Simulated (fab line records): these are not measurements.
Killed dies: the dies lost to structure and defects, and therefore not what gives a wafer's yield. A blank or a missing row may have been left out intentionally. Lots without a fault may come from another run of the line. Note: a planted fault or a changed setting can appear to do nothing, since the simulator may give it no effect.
fab line records	flow rit_cmos
record: lots: 14	wafers: 42	last_day: 7
route steps=202 shown ACTIVE@15 NWELL@29 NRETRO@62 PLDD@159 M1@202
lots that met no fault: taken from a fault-free run of the same line
start_h: hours from the record's first day to the start of the lot's first wafer shown	wait_h: how many hours have passed since the lot's step before this one	" same as the row above	L1.1+2: several wafers, shown together as one row	- value missing, or start not given	* or withheld: withheld	< > ~ a bound
route shown NAME@n: a module of which the file shows steps, and the number in the route of the first	usual: mean/standard deviation taken from wafers without a fault	same: alike in all rows	chamber/n: place in a boat	sites: the reading at each site	_std_site: standard deviation across them	_edge_site: mean of outer sites minus mean of inner sites	radius_mm: how far each site lies from the wafer's centre	mask NAME#n: copy n	behind: the tool/chamber that last shaped the wafer	hold: what put the lot on hold/how long, in hours/how the hold closed	device: whichever transistor did not switch (one of n, p or np)	end of line: the tests these same wafers got at the end of their route	for a step that has no rows: nothing shown but its recipe	killed: dies lost to structure and defects at the first sort, not the wafer's yield	map: a wafer's dies, marking killed ones x, the rest . and places with no die _
set.NAME: setting as actually run; set.NAME@STEP: the setting as run at that earlier step	model.NAME: the simulator's own value behind a step, which no gauge read
a sample of lots followed through the steps of the route, with each step as a table and each wafer as a row
services: a tool's chamber out of use, with start hour (start_h, from the record's first day; less than 0 if before it), hours out, and reason
== steps ==
step: RIT_ACTIVE_STRIP_14
recipe: chemistry: O2	time_s: 180	resist: NOVOLAK	platen_temp_c: withheld	power_w: 500	pressure_mtorr: 4000	o2_flow_sccm: 4000
usual: chamber_pressure_mTorr: 4000/3.5	drypump_motor_current_A: 5.7/0.65
lot.wafer	tool	chamber	start_h	wait_h	chamber_pressure_mTorr	drypump_motor_current_A	rf_hours_counter_h
L125.3	plasma_asher-03	0	14.90	0.1	3999	5.6	-
L125.4	"	1	"	"	4001	5.6	-
L125.6	"	1	"	"	4000	5.6	-
L126.4	plasma_asher-02	0	19.90	0.1	4004	5.3	-
L126.5	"	1	"	"	3998	6.6	-
L126.6	"	0	"	"	4004	5.3	-
L127.1	plasma_asher-02	0	25.31	0.1	3998	5.3	38
L127.2	"	1	"	"	3999	6.6	38
L127.3	"	0	"	"	4001	5.3	-
L128.3	plasma_asher-03	1	30.66	0.1	3999	5.6	-
L128.4	"	0	"	"	3999	5.7	-
L128.5	"	0	"	"	4003	5.6	-
L129.1	plasma_asher-02	0	35.55	0.1	4001	5.3	39
L129.4	"	1	"	"	4004	6.6	-
L129.6	"	1	"	"	3997	6.6	-
L130.2	plasma_asher-04	0	40.27	0.1	4000	5.7	26
L130.4	"	1	"	"	4001	4.7	-
L130.5	"	0	"	"	3996	5.7	-
L132.2	plasma_asher-02	0	49.97	0.1	3995	5.3	41
L132.4	"	1	"	"	4001	6.6	-
L132.5	"	1	"	"	4002	6.6	-
L134.1	plasma_asher-04	0	59.97	0.1	4001	5.7	28
L134.4	"	1	"	"	4002	4.7	-
L134.6	"	0	"	"	3998	5.7	-
L135.2	plasma_asher-02	1	64.84	0.1	4002	6.6	42
L135.5	"	1	"	"	3997	6.6	-
L135.6	"	0	"	"	3999	5.3	-
L136.2	plasma_asher-03	0	69.84	0.1	3999	5.6	42
L136.5	"	0	"	"	3998	5.7	-
L136.6	"	1	"	"	3994	5.7	-
L140.2	plasma_asher-04	0	89.86	0.1	4008	5.7	31
L140.4	"	1	"	"	4005	4.7	-
L140.6	"	1	"	"	4000	4.7	-
L143.3	plasma_asher-02	1	104.90	0.1	4005	6.6	-
L143.5	"	0	"	"	4000	5.3	-
L143.6	"	1	"	"	4002	6.6	-
L144.1	plasma_asher-04	0	109.84	0.1	4000	5.7	34
L144.4	"	0	"	"	4002	5.7	-
L144.6	"	1	"	"	4001	4.7	-
L148.1	plasma_asher-02	1	129.97	0.1	3997	6.6	49
L148.2	"	0	"	"	4001	5.2	49
L148.3	"	0	"	"	3998	5.2	-
step: RIT_NWELL_COAT_01
recipe: resist: NOVOLAK	spin_rpm: 2000	resist_thk_nm: 1300
usual: spin_speed_rpm: 1999.8/1.4
lot.wafer	tool	chamber	start_h	wait_h	spin_speed_rpm
L125.3	litho_track-02	0	19.51	0.1	1998.7
L125.4	"	0	"	"	2000.6
L125.6	"	0	"	"	1999.4
L126.4	litho_track-02	0	25.66	0.1	2000.6
L126.5	"	0	"	"	2000.6
L126.6	"	0	"	"	1999.8
L127.1	litho_track-03	0	29.97	0.1	1998.9
L127.2	"	0	"	"	1999.7
L127.3	"	0	"	"	2001.0
L128.3	litho_track-01	0	36.45	0.1	1997.5
L128.4	"	0	"	"	1996.5
L128.5	"	0	"	"	2000.2
L129.1	litho_track-02	0	40.17	0.1	1998.9
L129.4	"	0	"	"	2000.4
L129.6	"	0	"	"	1998.6
L130.2	litho_track-03	0	44.93	0.1	2000.1
L130.4	"	0	"	"	1997.3
L130.5	"	0	"	"	1999.6
L132.2	litho_track-03	0	55.44	0.1	2002.0
L132.4	"	0	"	"	1998.3
L132.5	"	0	"	"	1999.9
L134.1	litho_track-02	0	64.83	0.1	1999.9
L134.4	"	0	"	"	1999.2
L134.6	"	0	"	"	1998.2
L135.2	litho_track-03	0	69.43	0.1	1488.4
L135.5	"	0	"	"	1488.4
L135.6	"	0	"	"	1485.6
L136.2	litho_track-03	0	74.48	0.1	1490.2
L136.5	"	0	"	"	1488.2
L136.6	"	0	"	"	1486.9
L140.2	litho_track-02	0	94.48	0.1	1999.5
L140.4	"	0	"	"	1997.2
L140.6	"	0	"	"	1999.3
L143.3	litho_track-02	0	110.43	0.1	2000.9
L143.5	"	0	"	"	2000.2
L143.6	"	0	"	"	1998.2
L144.1	litho_track-01	0	114.97	0.1	2000.8
L144.4	"	0	"	"	2001.4
L144.6	"	0	"	"	1999.3
L148.1	litho_track-02	0	134.59	0.1	1997.5
L148.2	"	0	"	"	1999.9
L148.3	"	0	"	"	1998.2
step: RIT_NRETRO_STRIP_09
recipe: chemistry: O2	time_s: 180	resist: NOVOLAK	platen_temp_c: withheld	power_w: 500	pressure_mtorr: 4000	o2_flow_sccm: 4000
usual: chamber_pressure_mTorr: 4000/3.7	drypump_motor_current_A: 5.40/0.3
lot.wafer	tool	chamber	start_h	wait_h	chamber_pressure_mTorr	drypump_motor_current_A	rf_hours_counter_h
L125.3	plasma_asher-03	0	29.23	0.1	3994	5.66	-
L125.4	"	1	"	"	4000	5.62	-
L125.6	"	1	"	"	3998	5.62	-
L126.4	plasma_asher-03	0	35.72	0.1	3997	5.64	-
L126.5	"	1	"	"	3996	5.62	-
L126.6	"	0	"	"	4002	5.64	-
L127.1	plasma_asher-01	0	39.93	0.1	4002	5.23	39
L127.2	"	1	"	"	4002	5.31	39
L127.3	"	0	"	"	4000	5.24	-
L128.3	plasma_asher-03	1	46.30	0.1	3999	5.65	-
L128.4	"	0	"	"	3999	5.63	-
L128.5	"	1	"	"	3999	5.65	-
L129.1	plasma_asher-03	1	49.92	0.1	4002	5.64	40
L129.4	"	1	"	"	4010	5.62	-
L129.6	"	1	"	"	4000	5.63	-
L130.2	plasma_asher-03	1	54.87	0.1	4003	5.57	41
L130.4	"	1	"	"	4002	5.63	-
L130.5	"	1	"	"	4003	5.61	-
L132.2	plasma_asher-03	0	65.26	0.1	3995	5.64	42
L132.4	"	1	"	"	4000	5.63	-
L132.5	"	1	"	"	3998	5.61	-
L134.1	plasma_asher-03	0	75.08	0.1	4001	5.66	43
L134.4	"	1	"	"	4006	5.64	-
L134.6	"	0	"	"	3998	5.64	-
L135.2	plasma_asher-01	0	80.13	0.1	4002	5.23	43
L135.5	"	1	"	"	4001	5.33	-
L135.6	"	0	"	"	4005	5.23	-
L136.2	plasma_asher-03	0	84.40	0.1	4002	5.66	44
L136.5	"	0	"	"	3994	5.66	-
L136.6	"	1	"	"	4005	5.64	-
L140.2	plasma_asher-01	1	104.29	0.1	4003	5.34	45
L140.4	"	1	"	"	4001	5.33	-
L140.6	"	0	"	"	4003	5.24	-
L143.3	plasma_asher-01	1	120.58	0.1	4005	5.33	-
L143.5	"	1	"	"	4000	5.33	-
L143.6	"	0	"	"	4003	5.24	-
L144.1	plasma_asher-04	1	124.98	0.1	4006	4.70	36
L144.4	"	0	"	"	4003	5.71	-
L144.6	"	1	"	"	4000	4.71	-
L148.1	plasma_asher-01	0	144.32	0.1	3999	5.23	50
L148.2	"	1	"	"	4009	5.31	50
L148.3	"	0	"	"	4000	5.24	-
step: RIT_SDANNEAL_RS_MEAS_06
recipe: thk_meas_gauge: four-point-probe
usual: PLDD_RS: 178.9/0.41
lot.wafer	tool	chamber	start_h	wait_h	PLDD_RS[ohm/sq]
L125.3	film_metro-04	-	49.11	0.1	179.1
L125.4	"	-	"	"	178.8
L125.6	"	-	"	"	179.2
L126.4	film_metro-04	-	55.30	0.1	179.2
L126.5	"	-	"	"	179.3
L126.6	"	-	"	"	179.0
L127.1	film_metro-02	-	60.19	0.1	179.4
L127.2	"	-	"	"	178.9
L127.3	"	-	"	"	178.8
L128.3	film_metro-04	-	66.08	0.1	178.5
L128.4	"	-	"	"	178.5
L128.5	"	-	"	"	178.6
L129.1	film_metro-01	-	70.00	0.1	179.4
L129.4	"	-	"	"	179.2
L129.6	"	-	"	"	179.7
L130.2	film_metro-04	-	74.22	0.1	178.7
L130.4	"	-	"	"	178.8
L130.5	"	-	"	"	178.6
L132.2	film_metro-04	-	84.90	0.1	179.3
L132.4	"	-	"	"	178.7
L132.5	"	-	"	"	179.1
L134.1	film_metro-01	-	94.58	0.1	179.4
L134.4	"	-	"	"	179.1
L134.6	"	-	"	"	178.9
L135.2	film_metro-04	-	99.28	0.1	179.5
L135.5	"	-	"	"	179.2
L135.6	"	-	"	"	179.3
L136.2	film_metro-02	-	103.71	0.1	179.1
L136.5	"	-	"	"	178.7
L136.6	"	-	"	"	178.8
L140.2	film_metro-01	-	125.12	0.1	178.7
L140.4	"	-	"	"	179.4
L140.6	"	-	"	"	178.9
L143.3	film_metro-01	-	139.66	0.1	178.7
L143.5	"	-	"	"	178.5
L143.6	"	-	"	"	179.1
L144.1	film_metro-02	-	145.40	0.1	178.4
L144.4	"	-	"	"	179.3
L144.6	"	-	"	"	179.0
L148.1	film_metro-02	-	163.80	0.1	178.5
L148.2	"	-	"	"	178.7
L148.3	"	-	"	"	178.9
step: RIT_M1_PROBE_99
usual: killed_at_M0_to_M3: 0.0/0.14	killed_at_contacts: 0.1/0.36	killed_at_front_end: 7/3.4	killed_dies: 7/3.4	killed_open: 3.3/2	killed_short: 3.8/2.4
same: gross_dies: 264	killed_at_M4_up: 0	killed_at_back_side: 0	killed_at_other: 0
lot.wafer	tool	chamber	start_h	wait_h	killed_at_M0_to_M3	killed_at_contacts	killed_at_front_end	killed_dies	killed_open	killed_short
L129.1	prober-02	-	77.23	0.1	0	0	2	2	2	0
L129.4	prober-02	-	77.38	0.2	0	0	7	7	0	7
L129.6	prober-02	-	77.48	0.2	0	1	6	7	5	2
L132.2	prober-01	-	92.44	0.1	0	0	11	11	3	8
L132.4	prober-01	-	92.54	0.2	0	0	5	5	2	3
L132.5	prober-01	-	92.59	0.2	0	1	5	6	1	5
L134.1	prober-01	-	101.94	0.1	0	0	5	5	3	2
L134.4	prober-01	-	102.09	0.2	0	2	6	8	6	2
L134.6	prober-01	-	102.19	0.2	0	0	7	7	4	3
L144.1	prober-01	-	153.44	0.1	0	0	11	11	6	5
L144.4	prober-01	-	153.59	0.2	0	0	8	8	2	6
L144.6	prober-01	-	153.69	0.2	0	0	6	6	2	4
killed by level:class
L129.1 REOX:geometric_particle:open=1 SILICIDE:geometric_particle:open=1
L129.4 GATE:geometric_particle:short=3 FOX1:geometric_particle:short=1 REOX:geometric_particle:short=1 SPACER:geometric_particle:short=1 SILICIDE:geometric_particle:short=1
L129.6 FOX1:geometric_particle:open=2 GATE:geometric_particle:open=2 REOX:geometric_particle:short=1 SPACER:geometric_particle:short=1 CONTACT:geometric_particle:open=1
L132.2 GATE:geometric_particle:short=5 FOX1:geometric_particle:open=1 FOX2:geometric_particle:short=1 FOX2:geometric_particle:open=1 GATE:geometric_particle:open=1 REOX:geometric_particle:short=1 SPACER:geometric_particle:short=1
L132.4 FOX2:geometric_particle:short=2 GATE:geometric_particle:open=2 GATE:geometric_particle:short=1
L132.5 GATE:geometric_particle:short=3 FOX2:geometric_particle:short=2 CONTACT:geometric_particle:open=1
L134.1 FOX1:geometric_particle:open=2 GATE:geometric_particle:short=2 FOX2:geometric_particle:open=1
L134.4 GATE:geometric_particle:open=2 GATE:geometric_particle:short=2 CONTACT:geometric_particle:open=2 FOX1:geometric_particle:open=1 SPACER:geometric_particle:open=1
L134.6 GATE:geometric_particle:short=2 ACTIVE:geometric_particle:open=1 FOX1:geometric_particle:short=1 FOX1:geometric_particle:open=1 FOX2:geometric_particle:open=1 REOX:geometric_particle:open=1
L144.1 GATE:geometric_particle:short=3 GATE:geometric_particle:open=3 FOX1:geometric_particle:open=2 FOX1:geometric_particle:short=1 SILICIDE:geometric_particle:short=1 SILICIDE:geometric_particle:open=1
L144.4 GATE:geometric_particle:short=4 FOX1:geometric_particle:open=2 REOX:geometric_particle:short=2
L144.6 GATE:geometric_particle:short=2 GATE:geometric_particle:open=2 REOX:geometric_particle:short=2
== services ==
tool	chamber	start_h	hours	kind
plasma_asher-01	-	0.14	14.6	pm
plasma_asher-01	-	53.02	4.2	repair
plasma_asher-03	-	108.75	9.0	pm
plasma_asher-03	0	108.75	9.0	vent_cycle
plasma_asher-03	1	108.75	9.0	vent_cycle
plasma_asher-03	0	117.75	-	clean
plasma_asher-03	1	117.75	-	clean
plasma_asher-03	-	137.99	23.6	repair
== key ==
first_sign: step: RIT_NWELL_COAT_01	reading: spin_speed_rpm	direction: down	sigmas: 99+	usual: 1999.8	struck: 1488.0
effect none on later readings
met_at RIT_NWELL_COAT_01
struck_lots L135,L136
tester_left_out L135,L136
not_acting_at RIT_ACTIVE_STRIP_14,RIT_NRETRO_STRIP_09,RIT_SDANNEAL_RS_MEAS_06
onset_between 55.44 69.43
fault: kind: process_parameter_drift	tool: litho_track-03	chamber: -	onset_h: 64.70	steps: RIT_NWELL_COAT_01	channel: spin_rpm	offset: -511.92	shape: step	end_h: 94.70	acts_in: these_recipes_only	stated: 2000
tester_left_out: of these lots the tester's yield and bins aren't shown, on N5 and GAA mostly nor the transistor test; their killed dies are dies lost to structure and defects alone, not to doping, threshold or leakage, so they don't give the yield
